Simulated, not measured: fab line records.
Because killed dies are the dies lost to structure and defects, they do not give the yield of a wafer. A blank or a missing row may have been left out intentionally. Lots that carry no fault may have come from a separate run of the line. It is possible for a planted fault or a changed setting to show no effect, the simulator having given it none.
Which tool is to blame? ; flow rit cmos ; Sampling: 6 lots, 18 wafers, 2 of 202 route steps

== WHAT THE GAUGES READ, wafer by wafer ==
RIT_GATE_CD_MEAS_16: target cd 150 nm.
lot;measured;on;cd nm (nm)
L689;day 3 23:29;cd sem-01;146.5 148.0 145.8
L691;day 4 10:04;cd sem-01;149.2 148.8 149.7
L697;day 5 09:33;cd sem-02;150.5 149.8 150.7
L701;day 6 04:13;cd sem-02;150.2 151.4 148.3
L704;day 6 19:25;cd sem-01;146.6 148.0 150.9
L706;day 7 10:51;cd sem-01;147.1 145.5 144.8

== EACH LOT AND THE TOOL THAT RAN IT (in order: tool; ch and the chambers of the sampled wafers; start) ==
lot;RIT_GATE_EXPOSE_13
L689;iline stepper-02 ch 0, day 3 23:05
L691;iline stepper-01 ch 0, day 4 09:40
L697;iline stepper-01 ch 0, day 5 09:09
L701;iline stepper-02 ch 0, day 6 03:49
L704;iline stepper-02 ch 0, day 6 19:01
L706;iline stepper-01 ch 0, day 7 10:26
- RIT_GATE_EXPOSE_13: exposes mask M6, target cd 150 nm.

== THE ANSWER, worked out from the rows above alone ==
Rule: what is usual is taken from the lots themselves. The widest of any qualifying gaps counts: lots, ordered by their means at a reading, are off when they make up no more than a third of the lots, leave a main group of 4 or more, and stand apart from it by 3 or more times the standard deviation of that group's means. A main group is skipped when, at the precision printed for the reading in the tables above, its means are all equal. Also off: a lot with no number at a reading for which 4 or more lots have one. Where the step has rows for the other lots, those lots are counted as sound.
Across all readings shown, no lot is off: no conclusion can be drawn from this.

== WHAT HAD BEEN PUT IN BY THE SIMULATOR ==
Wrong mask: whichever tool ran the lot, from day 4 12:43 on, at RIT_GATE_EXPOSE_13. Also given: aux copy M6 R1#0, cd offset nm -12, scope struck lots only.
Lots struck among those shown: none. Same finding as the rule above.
